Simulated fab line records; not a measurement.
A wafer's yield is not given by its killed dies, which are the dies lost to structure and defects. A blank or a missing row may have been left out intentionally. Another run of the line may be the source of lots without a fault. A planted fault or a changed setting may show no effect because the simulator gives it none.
Split-lot trial + flow berkeley cmos170 + 21 wafers read across 5 lots, on a route 331 steps long

ABOUT THE SPLIT
At UCB170_NWELL_PEB_10, the setting peb temp c was moved away from the recipe's 130 C on 6 of the 21 wafers read, by -1.8% to +0.9%. This setting was run at the recipe's value on the other wafers.

FROM THE SPLIT ON TO THE READING: in between, the file shows 1 step
- UCB170_NWELL_DEVELOP_11: develop time 45 s

THE READING
NWELL.cd nm (the simulator's own value, which no gauge read), in nm, at UCB170_NWELL_ETCH_13 (etches Si3N4 in CH3F/Ar/O2, stops on SiO2, target depth 246.4 nm, time 154 s). The file does not state a usual value for it. Here, 15 wafers ran the recipe; their average is 3000 nm with a standard deviation of 1.2 nm.

| wafer  | tool, chamber at the split | peb temp c as run, C | against the recipe | NWELL.cd nm, nm | against lot-mates on the recipe |
|--------|----------------------------|----------------------|--------------------|-----------------|---------------------------------|
| L075.1 | litho track-04, 0          | 130                  | recipe             | 2999            | -                               |
| L075.2 | litho track-04, 0          | 130                  | recipe             | 2999            | -                               |
| L075.4 | litho track-04, 0          | 130                  | recipe             | 2999            | -                               |
| L075.5 | litho track-04, 0          | 130                  | recipe             | 2999            | -                               |
| L075.6 | litho track-04, 0          | 130                  | recipe             | 2999            | -                               |
| L076.1 | litho track-03, 0          | 131.2                | +0.9%              | 3008            | +10                             |
| L076.2 | litho track-03, 0          | 130                  | recipe             | 2998            | -                               |
| L076.3 | litho track-03, 0          | 130                  | recipe             | 2998            | -                               |
| L076.4 | litho track-03, 0          | 131.2                | +0.9%              | 3008            | +10                             |
| L076.6 | litho track-03, 0          | 130                  | recipe             | 2999            | -                               |
| L082.3 | litho track-04, 0          | 127.6                | -1.8%              | 2985            | -17                             |
| L082.4 | litho track-04, 0          | 130                  | recipe             | 3002            | -                               |
| L082.6 | litho track-04, 0          | 127.6                | -1.8%              | 2984            | -18                             |
| L080.1 | litho track-04, 0          | 127.6                | -1.8%              | 2984            | -17                             |
| L080.2 | litho track-04, 0          | 130                  | recipe             | 3001            | -                               |
| L080.3 | litho track-04, 0          | 130                  | recipe             | 3001            | -                               |
| L080.4 | litho track-04, 0          | 130                  | recipe             | 3001            | -                               |
| L080.6 | litho track-04, 0          | 127.6                | -1.8%              | 2984            | -17                             |
| L085.1 | litho track-03, 0          | 130                  | recipe             | 3000            | -                               |
| L085.2 | litho track-03, 0          | 130                  | recipe             | 3001            | -                               |
| L085.4 | litho track-03, 0          | 130                  | recipe             | 3000            | -                               |

FIT RESULTS
A straight line over all 21 wafers: NWELL.cd nm changes by +8.48 nm for each +1% of peb temp c; r = +0.99; the points scatter about the line by 1.1 nm.
The same after taking each lot's own level away (the mean of its wafers on the recipe; 21 wafers): +9.52 nm for each +1%; r = +1.00; scatter 0.44 nm.
That fit puts the effect of the largest move of peb temp c on the reading at 18 nm.
The lots' own levels span 2998.3 to 3002.0 nm, that is 3.1 times the standard deviation above.
In other words, the slope is changed by the lot-to-lot level; the two fits disagree.
Check: for one of the wafers moved furthest among these (-1.8%), held out of the fit, the line's prediction against its lot-mates is -17.6 nm. Against them it came out at -17 nm.

OTHER SPLITS APPLIED TO THESE WAFERS
Note: prior to the reading, these wafers also went through further splits. Each is held against what the fit with the lots' levels taken away leaves over:
| other split on the same wafers | wafers away from the commonest value | r with NWELL.cd nm (lot level and that fit taken away) |
|--------------------------------|--------------------------------------|--------------------------------------------------------|
| UCB170_NWELL_CVD_04 temp c     | 15                                   | -0.30                                                  |

THE FILE'S OWN FIT
NWELL.cd nm changes by +9.35 nm for each +1% of peb temp c, r = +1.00.
